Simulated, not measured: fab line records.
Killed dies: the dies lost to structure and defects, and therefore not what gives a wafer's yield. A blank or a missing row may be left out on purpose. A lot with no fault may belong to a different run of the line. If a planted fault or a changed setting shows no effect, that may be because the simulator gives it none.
Problem report in the 8D (eight disciplines) form, filled by code / flow ritCmos / the parts of the form that need people (team, actions taken, sign-off) are left out

## 1. THE ISSUE
Wafers free of any fault read 247.8 nm (standard deviation 2.6) for SPACER_NITRIDE_THK at RIT_SPACER_THK_MEAS_04, against a mean of 225.8 nm on 6 wafers of 2 lots. Relative to the usual mean, that is a shift of -8.5 standard deviations.
Earliest sighting: wafer L981.3 on filmMetro-04 at day 4 20:08. At this step, 42 wafers from 14 lots have a number in the record. By rule, "out" or "out of limits" means more than 4 standard deviations away from the usual mean. All remaining wafers that have a number are taken as sound.

## 2. WHAT IT IS, WHAT IT ISN'T
question=which readings at this step | is=SPACER_NITRIDE_THK | is not=-
question=which lots | is=L981, L982 | is not=L972, L973, L974, L977, L978, L987, L988, L989, L992, L993, L994, L995
question=which wafers of those lots | is=all that have a number | is not=-
question=read on which gauges | is=filmMetro-02, filmMetro-04 | is not=filmMetro-01
question=when | is=from day 4 20:08 | is not=up to then (15 sound wafers); but 21 sound wafers of L987, L988, L989, L992, L993, L994, L995 came after

## 3. SUSPECTS, AND WHAT RULES EACH OUT
Counting: a tool stays on the suspect list if, at a process step up to the reading, it processed all lots that are out and no sound lot following the first of them.
- ruled out: the gauge at RIT_SPACER_THK_MEAS_04. The wafers that are out were read on 2 gauges (filmMetro-02, filmMetro-04).
- plasmaAsher-03 at RIT_GATE_STRIP_20 (strips in O2, time 180 s): ruled out as a lasting fault. The sound lots L987, L989 went through it after L981, its earliest lot that is out (day 4 09:47).
- lpcvd-01 at RIT_SPACER_CVD_03 (deposits Si3N4 from SiH2Cl2/NH3, target thk 250 nm, time 3300 s): kept. All lots that are out passed through it, beginning with L981 at day 4 17:14, and no sound lot followed; its final sound lot before that point was L978 at day 4 01:25.
After counting, what remains is lpcvd-01 at RIT_SPACER_CVD_03.

## 4. THE CAUSE (what the simulator had put in)
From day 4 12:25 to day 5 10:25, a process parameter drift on lpcvd-01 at RIT_SPACER_CVD_03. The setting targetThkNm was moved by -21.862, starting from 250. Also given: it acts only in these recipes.
The count eliminated every tool but this one.

## 5. THE CHAIN OF EFFECTS, in route order
Each row: a reading where the mean over the struck wafers with a number is more than 3 standard deviations away from the usual. Scope: only readings with a usual standard deviation given in the record; hours: median across lots of the time from each lot's start at the first step in this table that gives one to its start at this step; sigmas: change in usual standard deviations.
hours=0; step=RIT_SPACER_THK_MEAS_04; reading=SPACER_NITRIDE_THK; usual=247.8 nm; on struck wafers=225.8; change=-22.0; sigmas=-8.5

## 6. HOW IT WOULD HAVE BEEN CAUGHT EARLIER
In this record the first reading out of limits at a measuring or inspecting step was taken at day 4 20:08, 8 hours after the fault began at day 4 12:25.
An alarm limit of 4 standard deviations would not have fired on the tool readings at RIT_SPACER_CVD_03 for which the record gives a usual standard deviation, since none of them was out on any struck wafer.
Lots out: 2; of these, L982 started RIT_SPACER_CVD_03 on lpcvd-01 after day 4 20:08. Holding the tool at that time would have saved it.
